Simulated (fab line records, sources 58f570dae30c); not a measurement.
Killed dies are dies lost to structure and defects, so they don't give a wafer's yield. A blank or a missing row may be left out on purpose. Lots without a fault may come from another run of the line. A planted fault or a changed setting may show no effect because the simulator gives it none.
A struck lot beside a sound one | flow berkeley_cmos170 | 13 steps out of a route of 331
Sound: wafers L944.3, L944.5, L944.6. Struck: wafers L953.1, L953.4, L953.5. The cause comes at the end.
At each step with rows: each side's tool, then ch and its chambers, then its first start. Under that, the readings that differ: sound wafers | struck wafers | difference of the means | sigmas: that difference in standard deviations of wafers without a fault.
alike: readings whose means differ by less than 2 such deviations, and words and numbers that are the same on both sides. not compared: withheld readings, readings that some wafer has no value for, bounds like >300 that may hide the same value, and numbers for which the record gives no deviation and whose values overlap.
The two part at a step that has a row with sigmas, a row that says differs or no value, or rows on one side only. Numbers that don't overlap but have no deviation are shown without sigmas and don't part them. A reading that every wafer of one side lacks parts them only if that side has two wafers or more.

UCB170_START_BOW_MEAS_00:
  sound on film_metro-02, day 1 10:02; struck on film_metro-03, day 3 07:00
  alike: INCOMING_BOW
then, 2 steps without rows for these wafers: UCB170_START_CLEAN_01 (cleans in dHF, time 60 s); UCB170_START_OXIDATION_02 (target thk 20 nm, ox time 1800 s).
UCB170_START_THK_MEAS_03:
  sound on film_metro-03, day 1 13:19; struck on film_metro-01, day 3 09:30
  alike: START_OXIDE_THK
then, 3 steps without rows for these wafers: UCB170_START_ANNEAL_04 (time 1200 s); UCB170_ZERO_HMDS_00 (prime time 60 s); UCB170_ZERO_COAT_01 (resist thk 900 nm).
UCB170_ZERO_SOFTBAKE_02: time 60 s.
  sound on litho_track-03 ch 0, day 1 16:50; struck on litho_track-01 ch 0, day 3 17:16
  reading                  | sound                | struck               | difference | sigmas
  heater_power_total_W (W) | 56.85 56.85 56.83    | 53.71 53.65 53.66    | -3.17      | -70
  plate_temp_C (C)         | 129.74 130.13 129.88 | 124.51 124.45 124.50 | -5.43      | -39
  alike: exhaust_pa
then, 2 steps without rows for these wafers: UCB170_ZERO_EXPOSE_03 (exposes mask PM MARKS, target cd 4000 nm); UCB170_ZERO_PEB_04.
UCB170_ZERO_DEVELOP_05: develop time 45 s.
  sound on litho_track-03 ch 0; struck on litho_track-03 ch 0
  reading                               | sound             | struck            | difference | sigmas
  model.KrF_of_ZERO_COAT_01.thk_nm (nm) | 886.7 888.7 888.4 | 894.8 896.2 893.6 | +6.9       |
  alike: exhaust_pa
UCB170_ZERO_ETCH_06: etches SiO2 in CHF3/CF4/Ar, time 12 s.
  sound on rie_diel-04 ch 0,1, day 1 17:39; struck on rie_diel-01 ch 0,1,2, day 3 17:48
  alike: CHF3_flow_sccm, cf4_flow_sccm, drypump_motor_current_A, oes_product_au, throttle_valve_pct
  not compared: rf_hours_counter_h
then, 1 step without rows for these wafers: UCB170_M3_PROBE_99.

WHERE THEY PART
Only at UCB170_ZERO_SOFTBAKE_02, within this record. Later steps at which nothing parts them and some readings are alike: UCB170_ZERO_DEVELOP_05, UCB170_ZERO_ETCH_06.

WHY: what the simulator had put in
Process parameter drift: litho_track-01, from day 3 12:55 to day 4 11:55, at UCB170_ZERO_SOFTBAKE_02. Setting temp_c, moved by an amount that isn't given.
